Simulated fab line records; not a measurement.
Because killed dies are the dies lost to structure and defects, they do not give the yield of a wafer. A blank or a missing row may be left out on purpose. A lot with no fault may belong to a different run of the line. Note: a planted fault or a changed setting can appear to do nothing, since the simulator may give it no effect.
Which tool is to blame?	flow berkeley_cmos170	8 lots with 24 wafers sampled at 3 steps, on a route of 331 steps

== WHAT THE GAUGES SHOWED, per wafer ==
UCB170_V2_CD_MEAS_12: the cd target is 700 nm.
lot	measured	on	cd_nm (nm)
L457	day 8 17:29	cd_sem-02	700.0 700.3 701.5
L459	day 9 04:38	cd_sem-02	696.1 695.9 697.1
L463	day 9 11:53	cd_sem-01	698.6 698.1 699.5
L464	day 9 19:34	cd_sem-01	724.8 722.9 723.6 724.5 723.1 723.8
L466	day 10 22:22	cd_sem-01	699.3 698.7 699.1
L471	day 11 12:06	cd_sem-02	697.9 699.2 699.2
L474	day 11 22:19	cd_sem-01	700.6 699.6 700.6
L477	day 12 17:23	cd_sem-02	702.9 703.9 703.1

== EACH LOT AND THE TOOL THAT RAN IT (in order: tool; ch and the chambers of the sampled wafers; start) ==
lot	UCB170_V1_ETCH_14	UCB170_V2_EXPOSE_09
L457	rie_diel-03 ch 0,2,3, day 8 12:11	krf_scanner-02 ch 0, day 8 17:06
L459	rie_diel-04 ch 0,1, day 8 20:50	krf_scanner-01 ch 0, day 9 03:40
L463	rie_diel-02 ch 0,1,3, day 9 04:31	krf_scanner-02 ch 0, day 9 11:30
L464	rie_diel-03 ch 1,2,3, day 9 14:55	krf_scanner-01 ch 0, day 9 19:10
L466	rie_diel-02 ch 0,1,3, day 10 16:22	krf_scanner-02 ch 0, day 10 21:46
L471	rie_diel-02 ch 0,1,3, day 11 06:37	krf_scanner-02 ch 0, day 11 11:43
L474	rie_diel-02 ch 0,1,2, day 11 16:25	krf_scanner-02 ch 0, day 11 21:40
L477	rie_diel-04 ch 0,2, day 12 11:29	krf_scanner-02 ch 0, day 12 16:59
- UCB170_V1_ETCH_14: etches SiO2 in CHF3/CF4/Ar, stops on Al, target depth 1250 nm, time 291 s.
- UCB170_V2_EXPOSE_09: exposes mask VIA2, target cd 700 nm.

== THE ANSWER, worked out from the rows above alone ==
Rule: the lots themselves supply what counts as usual. Put in order of their means at a reading, lots are off if they are a third of the lots or fewer, leave a main group of 4 or more, and stand apart from it by a gap of 3 or more times the standard deviation of the main group's means; of several such gaps the widest counts. The tables above print the reading to a certain number of digits; a main group whose means all agree to those digits is not used. A lot without any number at a reading at which 4 lots or more have one is off too. The other lots that the step has rows for count as sound.
Off: L464 (UCB170_V2_CD_MEAS_12, cd_nm). The main group has a mean of 699.6 nm with a standard deviation of 2.
A tool fits if, at a process step before that reading, it ran every lot that is off, and no sound lot after the first of them. Those tools and the gauges at UCB170_V2_CD_MEAS_12 are tried in the same way. Undecided on this evidence; 2 tools fit (rie_diel-03 at UCB170_V1_ETCH_14, krf_scanner-01 at UCB170_V2_EXPOSE_09).

== WHAT WAS PUT IN BY THE SIMULATOR ==
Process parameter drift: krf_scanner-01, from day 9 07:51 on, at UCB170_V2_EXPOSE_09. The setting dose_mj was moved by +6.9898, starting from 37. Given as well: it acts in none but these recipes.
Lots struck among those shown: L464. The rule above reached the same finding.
